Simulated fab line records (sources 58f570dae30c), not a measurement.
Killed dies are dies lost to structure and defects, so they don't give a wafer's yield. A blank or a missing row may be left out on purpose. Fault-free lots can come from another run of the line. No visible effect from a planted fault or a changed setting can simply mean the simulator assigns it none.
Struck lot and sound lot, side by side | flow berkeley cmos170 | 17 steps out of a route of 331
Sound: the wafers L168.4, L168.5, L168.6. Wafers L174.2, L174.3, L174.5 were the ones struck. The cause is given at the end.
Each step with rows lists, per side, the tool, then ch with its chambers, then its first start. Under that, the readings that differ: sound wafers | struck wafers | difference of the means | sigmas: that difference in standard deviations of wafers without a fault.
alike: same words and numbers on both sides, and readings whose means sit less than 2 such deviations apart. not compared: any withheld reading, any reading some wafer has no value for, any bound like >300 that may hide the same value, and any number with overlapping values for which the record gives no deviation.
Wherever a step has rows on one side only, a row that says differs or no value, or a row with sigmas, the two part there. Non-overlapping numbers with no deviation appear without sigmas and do not part them. A reading missing from all wafers of one side parts the sides only when that side holds two or more wafers.

UCB170_PWELL_THK_MEAS_03:
  struck on film metro-03, day 4 07:09; sound on film metro-03, day 2 22:33
  alike: PWELL_OXIDE_THK
then, 2 steps without rows for these wafers: UCB170_PWELL_ANNEAL_04 (time 900 s); UCB170_PWELL_CVD_05 (deposits Si3N4 from SiH2Cl2/NH3, target thk 220 nm, time 3300 s).
UCB170_PWELL_THK_MEAS_06:
  struck on film metro-04, day 4 12:37; sound on film metro-03, day 3 08:04
  alike: PWELL_NITRIDE_THK
then, 6 steps without rows for these wafers: UCB170_PWELL_HMDS_07 (prime time 60 s); UCB170_PWELL_COAT_08 (resist thk 900 nm); UCB170_PWELL_SOFTBAKE_09 (time 57.06 s); UCB170_PWELL_EXPOSE_10 (exposes mask PWELL, target cd 3000 nm); UCB170_PWELL_PEB_11; UCB170_PWELL_DEVELOP_12 (develop time 45 s).
UCB170_PWELL_OVL_MEAS_13:
  struck on overlay-01, day 4 13:57; sound on overlay-01, day 3 09:16
  alike: PWELL_OVL
UCB170_PWELL_ETCH_14: etches Si3N4 in CH3F/Ar/O2, stops on SiO2, target depth 242 nm, time 151 s.
  sound on rie diel-02 ch 1,2,3, day 3 09:17; struck on rie diel-04 ch 0,3, day 4 13:59
  alike: drypump motor current A, oes product au, throttle valve pct
  not compared: rf hours counter h
UCB170_PWELL_IMPLANT_15:
  sound on implanter-03 ch 0, day 3 09:28; struck on implanter-02 ch 0, day 4 14:06
  reading                   | sound             | struck            | difference | sigmas
  implant ion amu           | 11 11 11          | 49 49 49          | +38        |
  model.implant.rp nm (nm)  | 186.3 186.3 186.3 | 43.95 43.95 43.95 | -142.35    |
  model.implant.drp nm (nm) | 64.7 64.7 64.7    | 21.23 21.23 21.23 | -43.47     |
UCB170_PWELL_STRIP_16: strips in O2.
  sound on plasma asher-01 ch 0,1, day 3 09:34; struck on plasma asher-03 ch 0,1, day 4 14:14
  alike: drypump motor current A, oes product au, strip time to endpoint s
  not compared: rf hours counter h
UCB170_PWELL_TW_MEAS_17:
  struck on film metro-04, day 4 14:20; sound on film metro-04, day 3 09:40
  reading  | sound             | struck            | difference | sigmas
  PWELL_TW | 384.2 381.2 382.5 | 647.0 646.6 646.1 | +263.9     | +98
then, 1 step without rows for these wafers: UCB170_PWELL_CLEAN_18 (cleans in SPM, time 600 s).
UCB170_M3_PROBE_99:
  rows exist in the record for the sound wafers here (prober-01, day 8 20:49), none for the struck ones

## WHERE THEY PART
Earliest at UCB170_PWELL_TW_MEAS_17; latest, in this record, at UCB170_M3_PROBE_99.

WHY: what the simulator had put in
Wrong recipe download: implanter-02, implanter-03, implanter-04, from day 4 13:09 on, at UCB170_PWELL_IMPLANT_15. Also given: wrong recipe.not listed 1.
